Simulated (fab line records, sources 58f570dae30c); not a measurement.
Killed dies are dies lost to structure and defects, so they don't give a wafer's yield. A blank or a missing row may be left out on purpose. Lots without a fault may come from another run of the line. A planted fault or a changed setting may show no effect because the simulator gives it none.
Which tool did it? | flow berkeley_cmos170 | 14 lots, 42 wafers sampled, at 3 steps of a route of 331

WHAT THE GAUGES READ, wafer by wafer
UCB170_FIELD_THK_MEAS_90. Usual: FIELD_OXIDE_LEFT_1_THK 447 nm, standard deviation 11.
lot  | measured     | on            | FIELD_OXIDE_LEFT_1_THK (nm) | flag
L584 | day 5 01:29  | film_metro-04 | 452 450 452                 |
L585 | day 5 01:30  | film_metro-03 | 447 452 444                 |
L587 | day 5 15:40  | film_metro-02 | 458 453 465                 |
L589 | day 5 19:26  | film_metro-04 | 460 470 461                 |
L590 | day 5 22:52  | film_metro-04 | 453 451 451                 |
L591 | day 6 14:11  | film_metro-02 | 429 432 437                 |
L593 | day 6 22:08  | film_metro-02 | 429 433 435                 |
L597 | day 7 23:31  | film_metro-02 | 463 469 464                 |
L600 | day 9 01:16  | film_metro-04 | 453 435 446                 |
L601 | day 9 01:16  | film_metro-02 | 449 445 445                 |
L602 | day 9 18:35  | film_metro-03 | 455 441 443                 |
L605 | day 9 18:35  | film_metro-04 | 465 453 449                 |
L604 | day 9 18:37  | film_metro-02 | 460 463 456                 |
L606 | day 10 05:53 | film_metro-03 | 452 454 451                 |

UCB170_PVT_TW_MEAS_09. Usual: PVT_TW 509, standard deviation 3.2.
lot  | measured     | on            | PVT_TW      | flag
L584 | day 5 18:17  | film_metro-04 | 509 510 508 |
L585 | day 5 18:19  | film_metro-02 | 514 511 512 |
L587 | day 6 10:23  | film_metro-04 | 504 506 507 |
L589 | day 6 18:11  | film_metro-03 | 508 508 509 |
L590 | day 6 17:49  | film_metro-04 | 507 504 506 |
L591 | day 7 10:58  | film_metro-03 | 452 450 455 | OFF
L593 | day 7 20:12  | film_metro-02 | 454 453 455 | OFF
L597 | day 8 14:38  | film_metro-04 | 507 506 506 |
L600 | day 9 15:53  | film_metro-03 | 508 507 510 |
L601 | day 9 16:12  | film_metro-02 | 512 513 511 |
L602 | day 10 10:46 | film_metro-03 | 510 509 510 |
L605 | day 10 09:21 | film_metro-03 | 510 511 510 |
L604 | day 10 10:38 | film_metro-04 | 506 506 504 |
L606 | day 10 16:25 | film_metro-04 | 505 505 507 |

WHICH TOOL RAN EACH LOT (tool, then ch and the chambers of the sampled wafers, then the start)
lot  | UCB170_PVT_IMPLANT_07
L584 | implanter-02 ch 0, day 5 18:02
L585 | implanter-01 ch 0, day 5 18:05
L587 | implanter-02 ch 0, day 6 10:08
L589 | implanter-01 ch 0, day 6 17:56
L590 | implanter-02 ch 0, day 6 17:35
L591 | implanter-02 ch 0, day 7 10:44
L593 | implanter-02 ch 0, day 7 19:58
L597 | implanter-01 ch 0, day 8 14:26
L600 | implanter-01 ch 0, day 9 15:39
L601 | implanter-04 ch 0, day 9 15:58
L602 | implanter-04 ch 0, day 10 10:31
L605 | implanter-04 ch 0, day 10 09:07
L604 | implanter-02 ch 0, day 10 10:25
L606 | implanter-01 ch 0, day 10 16:10
- UCB170_PVT_IMPLANT_07

WHAT THE TOOLS THEMSELVES READ (means of the sampled wafers that have a number; where no wafer has one, the mark that the record gives instead)
UCB170_PVT_IMPLANT_07. Usual: beam_on_s 10.00 s, standard deviation 0.22; dose_ions_cm2 1.9997e+12, standard deviation 2.1e+09; faraday_current_uA 6.34, standard deviation 0.14.
lot  | tool         | beam_on_s (s) | dose_ions_cm2 | faraday_current_uA | flag
L584 | implanter-02 | 9.79          | 2.0013e+12    | 6.48               |
L585 | implanter-01 | 10.30         | 1.9989e+12    | 6.16               |
L587 | implanter-02 | 10.02         | 2.0007e+12    | 6.36               |
L589 | implanter-01 | 9.97          | 1.9966e+12    | 6.37               |
L590 | implanter-02 | 9.84          | 1.9985e+12    | 6.43               |
L591 | implanter-02 | 10.13         | 1.3375e+12    | 4.19               | OFF
L593 | implanter-02 | 9.80          | 1.3401e+12    | 4.33               | OFF
L597 | implanter-01 | 10.09         | 2.0002e+12    | 6.28               |
L600 | implanter-01 | 10.20         | 2.0004e+12    | 6.21               |
L601 | implanter-04 | 10.07         | 1.9983e+12    | 6.30               |
L602 | implanter-04 | 10.11         | 1.9984e+12    | 6.28               |
L605 | implanter-04 | 9.90          | 1.9973e+12    | 6.40               |
L604 | implanter-02 | 9.84          | 2.0022e+12    | 6.45               |
L606 | implanter-01 | 10.00         | 2.0002e+12    | 6.34               |

THE ANSWER, worked out from the rows above alone
Rule: a lot is off if the mean of its wafers that have a number lies more than 3 standard deviations from the usual mean. A lot without any number at a reading at which 4 lots or more have one is off too. The other lots that the step has rows for count as sound. The gauges are gone through in route order, then the tools' own readings, and for those a lot's mean is taken as printed above. The first step at which some lot is off is used, and at that step the reading that is off furthest; a lot without a number counts as furthest.
Off: L591, L593, at UCB170_PVT_TW_MEAS_09 (PVT_TW).
A tool fits if, at a process step before that reading, it ran every lot that is off, and no sound lot after the first of them. The gauges at UCB170_PVT_TW_MEAS_09 aren't tried: what is off there is off at UCB170_PVT_IMPLANT_07 too, on other tools, and a gauge's error can't cause that. None of those tried fits.

WHAT THE SIMULATOR HAD PUT IN
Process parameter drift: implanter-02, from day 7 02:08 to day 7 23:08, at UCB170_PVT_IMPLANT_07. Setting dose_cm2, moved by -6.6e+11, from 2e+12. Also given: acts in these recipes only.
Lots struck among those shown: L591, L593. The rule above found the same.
